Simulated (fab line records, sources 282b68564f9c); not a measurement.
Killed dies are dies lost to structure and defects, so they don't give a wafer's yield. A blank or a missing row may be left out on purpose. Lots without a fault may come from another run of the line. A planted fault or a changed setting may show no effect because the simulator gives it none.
Problem report in the 8D (eight disciplines) form, filled by code | flow rit_cmos | the parts of the form that need people (team, actions taken, sign-off) are left out

1. THE PROBLEM
spin_speed_rpm at RIT_PSD_COAT_01 reads a mean of 3943.3 rpm on 6 wafers of 2 lots; wafers without a fault read 3249.6 rpm with a standard deviation of 2.1. That is +99 or more standard deviations from the usual mean.
The step: resist thk 1000 nm.
First seen on wafer L149.1, day 5 23:09, on litho_track-04. The record holds 42 wafers of 14 lots with a number at this step. Rule for "out", or "out of limits": more than 4 standard deviations from the usual mean. The other wafers with a number count as sound.

2. WHAT IT IS AND WHAT IT IS NOT
question                    | is                     | is not
which readings at this step | spin_speed_rpm         | -
which lots                  | L149, L152             | L136, L137, L140, L141, L142, L143, L144, L153, L154, L156, L157, L158
which wafers of those lots  | all that have a number | -
read on which tools         | litho_track-04         | litho_track-02, litho_track-03
when                        | from day 5 23:09       | up to then (21 sound wafers); but 15 sound wafers of L153, L154, L156, L157, L158 came after

3. SUSPECTS, AND WHAT RULES EACH OUT
Counting: a tool at a process step up to the reading stays a suspect if it ran every lot that is out and no sound lot after the first of them.
- litho_track-04 at RIT_PSD_COAT_01 (resist thk 1000 nm): kept. It ran every lot that is out, first L149 (day 5 23:09), and no sound lot after that; its last sound lot up to then is L143 (day 4 21:50). Its own readings are out on those wafers: spin_speed_rpm.
Left after counting: litho_track-04 at RIT_PSD_COAT_01.

4. THE CAUSE (what the simulator had put in)
Process parameter drift: litho_track-04, from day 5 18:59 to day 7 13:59, at RIT_PSD_COAT_01. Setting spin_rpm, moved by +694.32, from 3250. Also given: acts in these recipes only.
Counting left only this tool.

5. THE CHAIN OF EFFECTS, in route order
Each row: a reading whose mean over the struck wafers that have a number lies more than 3 standard deviations from the usual. Only readings for which the record gives a usual standard deviation are gone through. hours: the time from each lot's start at the first step in this table that gives one to its start at this step, as a median over the lots. sigmas: the change in usual standard deviations.
hours | step            | reading        | usual      | on struck wafers | change | sigmas
0     | RIT_PSD_COAT_01 | spin_speed_rpm | 3249.6 rpm | 3943.3           | +693.7 | +99 or more
The process steps in it:
- RIT_PSD_COAT_01: resist thk 1000 nm.

6. WHAT WOULD HAVE CAUGHT IT SOONER
In this record the first reading out of limits was taken at day 5 23:09, 4 hours after the fault began at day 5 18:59.
